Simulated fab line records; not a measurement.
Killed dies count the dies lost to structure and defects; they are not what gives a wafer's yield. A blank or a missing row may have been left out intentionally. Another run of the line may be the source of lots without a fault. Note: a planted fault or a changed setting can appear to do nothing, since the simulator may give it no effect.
fab line records + flow rit_cmos
record:
- lots: 5
- wafers: 15
- last_day: 7
route steps=202 shown NSD@139 PSD@142
lots with no fault: from the same line, run without faults
start_h: start of the lot's first displayed wafer, in hours after the record's first day + wait_h: hours elapsed since this lot's preceding step + " as in the row above + L1.1+2: several wafers, shown together as one row + - no value present, or no start provided + * or withheld: withheld + < > ~ a bound
route shown NAME@n: names a module that has steps shown in the file, with the first one's number in the route + usual: mean/standard deviation of fault-free wafers + same: alike in all rows + chamber/n: place in a boat + sites: readings site by site + _std_site: standard deviation across them + _edge_site: outer sites' mean less inner sites' + radius_mm: how far each site lies from the wafer's centre + mask NAME#n: copy n + behind: the last tool/chamber to shape the wafer + hold: why the lot was held/for how many hours/how that ended + device: the n, p or np transistor that did not switch + end of line: tests of these same wafers at the route's end + where a step has no rows: the recipe by itself + killed: at the first sort, the dies lost to defects and structure; wafer yield is something else + map: a wafer's dies, marking killed ones x, the rest . and places with no die _
set.NAME: the setting as run; set.NAME@STEP: as run at that earlier step + model.NAME: the simulator's own value behind a step, which no gauge read
lots at selected steps of the route; one table per step, one row per wafer
services: from which hour (start_h, from the record's first day; less than 0 if before it) a tool's chamber was out of use, for how many hours, and why
== steps ==
step: RIT_NSD_IMPLANT_08
recipe:
- species: P
- energy_kev: 25
- dose_cm2: 1e+15
- tilt_deg: 7
step: RIT_NSD_STRIP_09
recipe:
- chemistry: O2
- time_s: 180
- resist: NOVOLAK
- platen_temp_c: withheld
- power_w: 500
- pressure_mtorr: 4000
- o2_flow_sccm: 4000
usual:
- drypump_motor_current_A: 5.87/0.22
- run_length_s: 208.0/0.57
same:
- time_s: 180
| lot.wafer | tool            | chamber | start_h | wait_h | drypump_motor_current_A | rf_hours_counter_h | run_length_s |
|-----------|-----------------|---------|---------|--------|-------------------------|--------------------|--------------|
| L543.1    | plasma_asher-02 | 0       | 60.47   | 0.1    | 5.86                    | 41                 | 208.9        |
| L543.2    | "               | 1       | "       | "      | 5.81                    | 41                 | 207.7        |
| L543.5    | "               | 1       | "       | "      | 5.80                    | -                  | 207.9        |
| L544.4    | plasma_asher-03 | 1       | 62.07   | 0.1    | 6.03                    | -                  | 207.8        |
| L544.5    | "               | 1       | "       | "      | 6.05                    | -                  | 207.6        |
| L544.6    | "               | 0       | "       | "      | 5.59                    | -                  | 208.0        |
| L554.2    | plasma_asher-03 | 0       | 117.40  | 0.1    | 5.61                    | 46                 | 208.0        |
| L554.3    | "               | 0       | "       | "      | 5.61                    | -                  | 208.3        |
| L554.5    | "               | 1       | "       | "      | 6.05                    | -                  | 207.5        |
| L561.1    | plasma_asher-01 | 1       | 151.23  | 0.1    | 5.75                    | 3                  | 207.6        |
| L561.2    | "               | 0       | "       | "      | 6.31                    | 3                  | 207.8        |
| L561.5    | "               | 1       | "       | "      | 5.72                    | -                  | 208.3        |
| L564.2    | plasma_asher-01 | 0       | 165.41  | 0.1    | 6.29                    | 4                  | 207.7        |
| L564.5    | "               | 1       | "       | "      | 5.75                    | -                  | 207.4        |
| L564.6    | "               | 0       | "       | "      | 6.28                    | -                  | 207.6        |
step: RIT_NSD_TW_MEAS_10
usual:
- NSD_TW: 3105/16
| lot.wafer | tool          | chamber | start_h | wait_h | NSD_TW |
|-----------|---------------|---------|---------|--------|--------|
| L543.1    | film_metro-02 | -       | 60.65   | 0.1    | 3123   |
| L543.2    | "             | -       | "       | "      | 3116   |
| L543.5    | "             | -       | "       | "      | 3134   |
| L544.4    | film_metro-02 | -       | 62.22   | 0.1    | 3098   |
| L544.5    | "             | -       | "       | "      | 3097   |
| L544.6    | "             | -       | "       | "      | 3107   |
| L554.2    | film_metro-02 | -       | 117.58  | 0.1    | 3131   |
| L554.3    | "             | -       | "       | "      | 3113   |
| L554.5    | "             | -       | "       | "      | 3120   |
| L561.1    | film_metro-01 | -       | 151.40  | 0.1    | 3096   |
| L561.2    | "             | -       | "       | "      | 3118   |
| L561.5    | "             | -       | "       | "      | 3106   |
| L564.2    | film_metro-02 | -       | 165.59  | 0.1    | 3119   |
| L564.5    | "             | -       | "       | "      | 3109   |
| L564.6    | "             | -       | "       | "      | 3109   |
step: RIT_PSD_HMDS_00
recipe:
- prime_time_s: 60
- prime_temp_c: 140
step: RIT_PSD_COAT_01
recipe:
- resist: NOVOLAK
- spin_rpm: 3229
- resist_thk_nm: 1000
step: RIT_PSD_SOFTBAKE_02
recipe:
- resist: NOVOLAK
- temp_c: 90
- time_s: 60
step: RIT_PSD_EXPOSE_03
recipe:
- mask_id: M10
- na: 0.57
- target_cd_nm: 40900
- dose_mj: 250
step: RIT_PSD_PEB_04
recipe:
- resist: NOVOLAK
- temp_c: withheld
- time_s: withheld
step: RIT_PSD_DEVELOP_05
recipe:
- resist: NOVOLAK
- develop_time_s: 50
- dev_temp_c: 23
step: RIT_PSD_OVL_MEAS_06
usual:
- PSD_OVL: 0.4/1.3
| lot.wafer | tool       | chamber | start_h | wait_h | PSD_OVL[nm] |
|-----------|------------|---------|---------|--------|-------------|
| L543.1    | overlay-02 | -       | 61.56   | -      | -0.4        |
| L543.2    | "          | -       | "       | "      | -0.9        |
| L543.5    | "          | -       | "       | "      | -0.4        |
| L544.4    | overlay-02 | -       | 63.24   | -      | 2.6         |
| L544.5    | "          | -       | "       | "      | 2.4         |
| L544.6    | "          | -       | "       | "      | 2.6         |
| L554.2    | overlay-01 | -       | 118.49  | -      | 0.0         |
| L554.3    | "          | -       | "       | "      | 0.5         |
| L554.5    | "          | -       | "       | "      | 1.2         |
| L561.1    | overlay-02 | -       | 152.31  | -      | -0.8        |
| L561.2    | "          | -       | "       | "      | -1.8        |
| L561.5    | "          | -       | "       | "      | -0.5        |
| L564.2    | overlay-01 | -       | 166.62  | -      | 1.8         |
| L564.5    | "          | -       | "       | "      | 1.8         |
| L564.6    | "          | -       | "       | "      | -0.1        |
step: RIT_PSD_HARDBAKE_07
recipe:
- resist: NOVOLAK
- temp_c: 140
- time_s: 60
step: RIT_PSD_IMPLANT_08
recipe:
- species: BF2
- energy_kev: 27
- dose_cm2: 5e+15
- tilt_deg: 7
step: RIT_PSD_STRIP_09
recipe:
- chemistry: O2
- time_s: 180
- resist: NOVOLAK
- platen_temp_c: withheld
- power_w: 500
- pressure_mtorr: 4000
- o2_flow_sccm: 4000
usual:
- drypump_motor_current_A: 5.95/0.22
- run_length_s: 208.4/0.6
same:
- time_s: 180
| lot.wafer | tool            | chamber | start_h | wait_h | drypump_motor_current_A | rf_hours_counter_h | run_length_s | model.NOVOLAK_of_PSD_COAT_01.thk_nm |
|-----------|-----------------|---------|---------|--------|-------------------------|--------------------|--------------|-------------------------------------|
| L543.1    | plasma_asher-02 | 0       | 61.89   | 0.1    | 5.86                    | 42                 | 208.8        | 0                                   |
| L543.2    | "               | 1       | "       | "      | 5.84                    | 42                 | 208.2        | 0                                   |
| L543.5    | "               | 1       | "       | "      | 5.85                    | -                  | 207.8        | 0                                   |
| L544.4    | plasma_asher-01 | 0       | 63.62   | 0.1    | 6.30                    | -                  | 117.1        | 190.4                               |
| L544.5    | "               | 1       | "       | "      | 5.71                    | -                  | 117.4        | 189.4                               |
| L544.6    | "               | 0       | "       | "      | 6.30                    | -                  | 117.2        | 189.3                               |
| L554.2    | plasma_asher-02 | 1       | 118.85  | 0.1    | 5.81                    | 48                 | 208.1        | 0                                   |
| L554.3    | "               | 0       | "       | "      | 5.89                    | -                  | 209.1        | 0                                   |
| L554.5    | "               | 0       | "       | "      | 5.85                    | -                  | 209.3        | 0                                   |
| L561.1    | plasma_asher-01 | 1       | 152.65  | 0.1    | 5.73                    | 3                  | 207.8        | 0                                   |
| L561.2    | "               | 0       | "       | "      | 6.30                    | 3                  | 207.7        | 0                                   |
| L561.5    | "               | 1       | "       | "      | 5.77                    | -                  | 207.6        | 0                                   |
| L564.2    | plasma_asher-04 | 0       | 166.98  | 0.1    | 6.35                    | 40                 | 208.7        | 0                                   |
| L564.5    | "               | 0       | "       | "      | 6.37                    | -                  | 208.2        | 0                                   |
| L564.6    | "               | 1       | "       | "      | 5.85                    | -                  | 208.8        | 0                                   |
step: RIT_PSD_TW_MEAS_10
usual:
- PSD_TW: 3404/20
| lot.wafer | tool          | chamber | start_h | wait_h | PSD_TW |
|-----------|---------------|---------|---------|--------|--------|
| L543.1    | film_metro-03 | -       | 62.07   | 0.1    | 3394   |
| L543.2    | "             | -       | "       | "      | 3395   |
| L543.5    | "             | -       | "       | "      | 3387   |
| L544.4    | film_metro-02 | -       | 63.76   | 0.1    | 3392   |
| L544.5    | "             | -       | "       | "      | 3413   |
| L544.6    | "             | -       | "       | "      | 3403   |
| L554.2    | film_metro-02 | -       | 119.04  | 0.1    | 3434   |
| L554.3    | "             | -       | "       | "      | 3429   |
| L554.5    | "             | -       | "       | "      | 3424   |
| L561.1    | film_metro-01 | -       | 152.83  | 0.1    | 3392   |
| L561.2    | "             | -       | "       | "      | 3425   |
| L561.5    | "             | -       | "       | "      | 3412   |
| L564.2    | film_metro-03 | -       | 167.16  | 0.1    | 3366   |
| L564.5    | "             | -       | "       | "      | 3404   |
| L564.6    | "             | -       | "       | "      | 3393   |
== services ==
| tool            | chamber | start_h | hours | kind       |
|-----------------|---------|---------|-------|------------|
| plasma_asher-03 | -       | 37.01   | 14.6  | pm         |
| plasma_asher-01 | -       | 46.03   | 5.1   | repair     |
| plasma_asher-02 | -       | 51.44   | 2.8   | pm         |
| plasma_asher-01 | -       | 105.73  | 12.0  | repair     |
| plasma_asher-01 | -       | 117.71  | 9.0   | pm         |
| plasma_asher-01 | 0       | 117.71  | 9.0   | vent_cycle |
| plasma_asher-01 | 1       | 117.71  | 9.0   | vent_cycle |
| plasma_asher-01 | 0       | 126.71  | -     | clean      |
| plasma_asher-01 | 1       | 126.71  | -     | clean      |
== key ==
first_sign:
- step: RIT_PSD_STRIP_09
- reading: run_length_s
- direction: down
- sigmas: 99+
- usual: *
- struck: *
effect none on later readings
model_effect:
- step: RIT_PSD_STRIP_09
- value: NOVOLAK_of_PSD_COAT_01.thk_nm
- without: 0
- struck: 189.7
met_at RIT_PSD_STRIP_09
struck_wafers L544.4,L544.5,L544.6
later_rows_left_out L544.4,L544.5,L544.6
sort_left_out L544.4,L544.5,L544.6
tester_left_out L544
fault:
- kind: strip_aborted
- tool: plasma_asher-01
- chamber: -
- onset_h: 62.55
- steps: RIT_PSD_STRIP_09
- offset: 0.35
- end_h: 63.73
tester_left_out: of these lots the tester's yield and bins aren't shown, on N5 and GAA mostly nor the transistor test; their killed dies are dies lost to structure and defects alone, not to doping, threshold or leakage, so they don't give the yield
sort_left_out: the simulated sort isn't trusted on such a fault, so these wafers' sort isn't shown, and their yield isn't known
later_rows_left_out: the simulator's readings of these wafers behind a module that went badly wrong aren't trusted and aren't shown, but for the sort
